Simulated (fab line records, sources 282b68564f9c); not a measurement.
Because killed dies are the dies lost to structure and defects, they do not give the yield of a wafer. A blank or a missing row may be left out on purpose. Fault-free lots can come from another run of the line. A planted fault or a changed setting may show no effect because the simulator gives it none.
A struck lot beside a sound one | flow rit cmos | 15 steps out of a route of 202
Sound: these wafers, L911.2, L911.5, L911.6. Struck: wafers L922.1, L922.4. (L922.2 of the same lot was not struck and is left out.) The cause comes at the end.
At each step with rows: each side's tool, then ch and its chambers, then its first start. Under that, the readings that differ: sound wafers | struck wafers | difference of the means | sigmas: that difference in standard deviations of wafers without a fault.
alike: readings with means less than 2 such deviations apart, plus words and numbers identical on both sides. not compared: withheld readings, readings lacking a value on some wafer, bounds such as >300 that could conceal the same value, and numbers that have no deviation in the record and whose values overlap.
Wherever a step has rows on one side only, a row that says differs or no value, or a row with sigmas, the two part there. Non-overlapping numbers with no deviation appear without sigmas and do not part them. Lack of a reading on every wafer of one side parts them only where that side has two or more wafers.

first, 2 steps without rows for these wafers: RIT_REOX_CLEAN_02 (cleans in SC2, time 600 s); RIT_REOX_OXIDATION_03 (target thk 25.2 nm, ox time 5580 s).
RIT_REOX_THK_MEAS_04:
  sound on film metro-01 at day 4 04:05; struck on film metro-04 at day 6 13:38
  alike: REOX_OXIDE_THK
then, 6 steps without rows for these wafers: RIT_NLDD_HMDS_00 (prime time 60 s); RIT_NLDD_COAT_01 (resist thk 1000 nm); RIT_NLDD_SOFTBAKE_02 (time 60 s); RIT_NLDD_EXPOSE_03 (exposes mask M7, target cd 40700 nm); RIT_NLDD_PEB_04; RIT_NLDD_DEVELOP_05 (develop time 50 s).
RIT_NLDD_OVL_MEAS_06:
  sound on overlay-01 at day 4 05:20; struck on overlay-01 at day 6 14:40
  alike: NLDD_OVL
then, 2 steps without rows for these wafers: RIT_NLDD_HARDBAKE_07 (time 60 s); RIT_NLDD_IMPLANT_08.
RIT_NLDD_STRIP_09: strips in O2, time 180 s.
  sound on plasma asher-03 ch 0,1, day 4 05:58; struck on plasma asher-02 ch 1, day 6 15:00
  reading                        | sound          | struck    | difference | sigmas
  chamber pressure mTorr (mTorr) | 4001 4004 4001 | 1997 1998 | -2004      | -99 or more
  alike: drypump motor current A
  not compared: rf hours counter h
RIT_NLDD_TW_MEAS_10:
  sound on film metro-02 at day 4 06:09; struck on film metro-01 at day 6 15:11
  alike: NLDD_TW
RIT_M1_PROBE_99:
  sound on prober-02 at day 4 21:33; struck on prober-01 at day 7 08:38
  reading            | sound | struck | difference | sigmas
  killed at contacts | 0 1 0 | 1 1    | +1         | +2
  alike: killed at front end, killed dies, killed open, killed short

== WHERE THEY PART ==
At RIT_NLDD_STRIP_09 first; at RIT_M1_PROBE_99 last (within this record only).

WHY: the cause the simulator had injected
plasma asher-02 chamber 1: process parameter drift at RIT_NLDD_STRIP_09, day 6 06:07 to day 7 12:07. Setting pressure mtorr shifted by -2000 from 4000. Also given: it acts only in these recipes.
